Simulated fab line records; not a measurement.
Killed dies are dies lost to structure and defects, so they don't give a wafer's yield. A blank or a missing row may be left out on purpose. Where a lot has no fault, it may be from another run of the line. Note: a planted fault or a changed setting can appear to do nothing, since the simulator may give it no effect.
A lot that was struck, set against a sound lot / flow berkeley-cmos170 / 16 steps out of a route of 331
Sound: wafers L115.1, L115.2, L115.3. The struck wafers were L121.1, L121.3, L121.6. The cause is given at the end.
Order at every step that has rows: each side's tool, ch and its chambers, its first start. Under that, the readings that differ: sound wafers / struck wafers / difference of the means / sigmas: that difference in standard deviations of wafers without a fault.
alike: words and numbers the same on both sides, and readings whose means are apart by under 2 such deviations; not compared: readings that were withheld, readings missing a value for some wafer, numbers with overlapping values and no deviation given by the record, and bounds like >300 which may hide the same value.
Wherever a step has rows on one side only, a row that says differs or no value, or a row with sigmas, the two part there. Numbers that have no deviation but don't overlap get no sigmas and don't part them. Lack of a reading on every wafer of one side parts them only where that side has two or more wafers.

first, 3 steps without rows for these wafers: UCB170_PWELL_EXPOSE_10 (exposes mask PWELL, target cd 3000 nm); UCB170_PWELL_PEB_11; UCB170_PWELL_DEVELOP_12 (develop time 45 s).
UCB170_PWELL_OVL_MEAS_13:
  struck on overlay-01, day 5 11:53; sound on overlay-02, day 4 09:16
  alike: PWELL_OVL
UCB170_PWELL_ETCH_14: etches Si3N4 in CH3F/Ar/O2, stops on SiO2, target depth 242 nm, time 151 s.
  sound on rie-diel-02 ch 0,1,3, day 4 09:17; struck on rie-diel-01 ch 0,1,2, day 5 11:55
  alike: drypump-motor-current-A, oes-product-au, throttle-valve-pct
  not compared: rf-hours-counter-h
next, for these wafers, 1 step has no rows: UCB170_PWELL_IMPLANT_15.
UCB170_PWELL_STRIP_16: strips in O2.
  sound on plasma-asher-03 ch 0,1, day 4 09:33; struck on plasma-asher-04 ch 0,1, day 5 12:10
  alike: drypump-motor-current-A, oes-product-au, strip-time-to-endpoint-s
  not compared: rf-hours-counter-h
UCB170_PWELL_TW_MEAS_17:
  struck on film-metro-04, day 5 12:16; sound on film-metro-01, day 4 09:39
  alike: PWELL_TW
then, 4 steps without rows for these wafers: UCB170_PWELL_CLEAN_18 (cleans in SPM, time 600 s); UCB170_PWELL_WET_ETCH_19 (etches Si3N4 in H3PO4, time 14400 s); UCB170_PWELL_WET_ETCH_20 (etches SiO2 in BOE, time 22 s); UCB170_WELLDRIVE_CLEAN_00 (cleans in SPM, time 600 s).
UCB170_WELLDRIVE_OXIDATION_01: target thk 199 nm, ox time 9000 s.
  sound on furnace-01 ch 0, day 4 18:22; struck on furnace-01 ch 0, day 6 00:56
reading=spike-tc-centre-C (C); sound=1099.5 1100.3 1100.1; struck=1111.1 1112.4 1112.6; difference=+12.1; sigmas=+8
reading=spike-tc-load-C (C); sound=1127.7 1128.3 1127.4; struck=1139.9 1139.9 1139.2; difference=+11.9; sigmas=+5
reading=spike-tc-source-C (C); sound=1126.6 1127.2 1125.9; struck=1138.2 1137.2 1137.4; difference=+11.0; sigmas=+6
reading=tube-center-temp-C (C); sound=1100.0 1100.0 1100.0; struck=1111.4 1111.5 1111.5; difference=+11.5; sigmas=+96
reading=tube_center_temp_C_max; sound=1103.1 1103.0 1103.0; struck=1113.8 1114.2 1115.1; difference=+11.3; sigmas=+22
reading=model.SiO2_of_WELLDRIVE_OXIDATION_01.thk-nm (nm); sound=203.6 202.9 202.2; struck=208.7 207.4 205.7; difference=+4.4; sigmas=
UCB170_WELLDRIVE_THK_MEAS_02:
  struck on film-metro-02, day 6 04:26; sound on film-metro-03, day 4 21:53
  alike: WELLDRIVE_OXIDE_THK
then, 1 step without rows for these wafers: UCB170_WELLDRIVE_ANNEAL_03 (time 900 s).
-- the record jumps here: 5 days lie between the struck wafers' starts before and after (it left off in module WELLDRIVE and takes up again in module M3, whose first step shown is number 331 of the route) --
UCB170_M3_PROBE_99:
  struck on prober-02, day 11 07:48; sound on prober-01, day 10 11:05
reading=model.etest.nwell-pinched.rs-ohm-sq; sound=1302 1289 1299; struck=1231 1213 1212; difference=-78; sigmas=
reading=model.etest.nwell.width-nm (nm); sound=2360 2366 2371; struck=2294 2300 2281; difference=-74; sigmas=
reading=model.etest.nwell.rs-ohm-sq; sound=861.2 860.3 865.1; struck=851.7 844.5 845.7; difference=-14.9; sigmas=
reading=model.etest.iso-pplus-pwell.bv-v (V); sound=22.82 21.95 21.93; struck=21.33 21.87 21.75; difference=-0.58; sigmas=
reading=model.etest.field-p-metal.vt-v (V); sound=-59.04 -59.63 -60.05; struck=-57.85 -58.66 -58.12; difference=+1.36; sigmas=
reading=model.etest.vpnp.gain; sound=11.52 11.39 11.56; struck=10.93 10.92 10.81; difference=-0.60; sigmas=
reading=model.etest.diode-pplus-nwell.bv-v (V); sound=10.58 10.83 11.04; struck=11.18 11.14 11.15; difference=+0.34; sigmas=
reading=model.etest.diode-pplus-comb.cj-ff-um2; sound=1.106 1.111 1.106; struck=1.074 1.075 1.076; difference=-0.033; sigmas=

## WHERE THEY PART
Only at UCB170_WELLDRIVE_OXIDATION_01, within this record. Later steps at which nothing parts them and some readings are alike: UCB170_WELLDRIVE_THK_MEAS_02.

WHY: whatever the simulator had introduced
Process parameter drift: furnace-01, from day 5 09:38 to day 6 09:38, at UCB170_WELLDRIVE_OXIDATION_01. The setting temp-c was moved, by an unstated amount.
